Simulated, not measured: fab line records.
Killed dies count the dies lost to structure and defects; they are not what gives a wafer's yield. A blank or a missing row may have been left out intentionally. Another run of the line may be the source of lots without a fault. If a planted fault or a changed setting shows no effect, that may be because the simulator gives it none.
Problem report, 8D (eight disciplines) form, completed by code :: flow rit_cmos :: the parts of the form that need people (team, actions taken, sign-off) are left out

== 1. PROBLEM STATEMENT ==
At RIT_GATE_CD_MEAS_16, cd_nm averages 61.0 nm over 6 wafers from 2 lots, while fault-free wafers read 150.1 nm, standard deviation 2.4. Measured from the usual mean, that is -37 standard deviations.
The step: target cd 150 nm.
First observed at day 5 23:09: wafer L165.3, on cd_sem-01. Wafers with a number at this step in the record: 42, from 14 lots. The rule behind "out" and "out of limits": a value lying over 4 standard deviations away from the usual mean. The other wafers with a number count as sound.

== 2. WHAT THIS IS AND IS NOT ==
question: which readings at this step
is: cd_nm
is not: -

question: which lots
is: L165, L166
is not: L149, L150, L151, L152, L153, L154, L163, L164, L168, L169, L171, L172

question: which wafers of those lots
is: all that have a number
is not: -

question: read on which gauges
is: cd_sem-01, cd_sem-02
is not: -

question: when
is: from day 5 23:09
is not: up to then (24 sound wafers); but 12 sound wafers of L168, L169, L171, L172 came after

== 3. THE SUSPECTS, EACH WITH WHAT RULES IT OUT ==
Counting: any tool at a process step up to the reading is kept as a suspect provided that every lot that is out went through it and no sound lot did after the first of them.
- the gauge at RIT_GATE_CD_MEAS_16 is ruled out. The wafers that are out were read on 2 gauges (cd_sem-01, cd_sem-02).
- litho_track-02 at RIT_GATE_COAT_11 (resist thk 850 nm): kept. It ran every lot that is out, first L165 (day 5 22:20), and no sound lot after that; its last sound lot up to then is L163 (day 5 10:59).
After counting, what remains is litho_track-02 at RIT_GATE_COAT_11.

== 4. THE CAUSE (what the simulator had put in) ==
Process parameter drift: litho_track-02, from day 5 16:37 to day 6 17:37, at RIT_GATE_COAT_11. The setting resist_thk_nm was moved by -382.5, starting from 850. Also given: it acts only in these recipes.
Only this tool survived the counting.

== 5. THE EFFECT CHAIN, in route order ==
One row per reading whose mean, taken over the struck wafers that have a number, lies over 3 standard deviations from the usual. Scope: only readings with a usual standard deviation given in the record; hours: median across lots of the time from each lot's start at the first step in this table that gives one to its start at this step; sigmas: change in usual standard deviations.
hours: 0
step: RIT_GATE_CD_MEAS_16
reading: cd_nm
usual: 150.1 nm
on struck wafers: 61.0
change: -89.1
sigmas: -37

hours: 22
step: RIT_M1_PROBE_99
reading: killed_at_front_end
usual: 7
on struck wafers: 264
change: +257
sigmas: +78

hours: 22
step: RIT_M1_PROBE_99
reading: killed_dies
usual: 7
on struck wafers: 264
change: +257
sigmas: +80

hours: 22
step: RIT_M1_PROBE_99
reading: killed_on_rim
usual: 1.9
on struck wafers: 70.0
change: +68.1
sigmas: +45
The process steps in it:
- RIT_M1_PROBE_99

== 6. WHAT WOULD HAVE CAUGHT IT SOONER ==
In this record the first reading out of limits at a measuring or inspecting step was taken at day 5 23:09, 7 hours after the fault began at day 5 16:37.
L166, from the lots that are out (2), started RIT_GATE_COAT_11 on litho_track-02 later than day 5 23:09. Holding the tool at that time would have saved it.
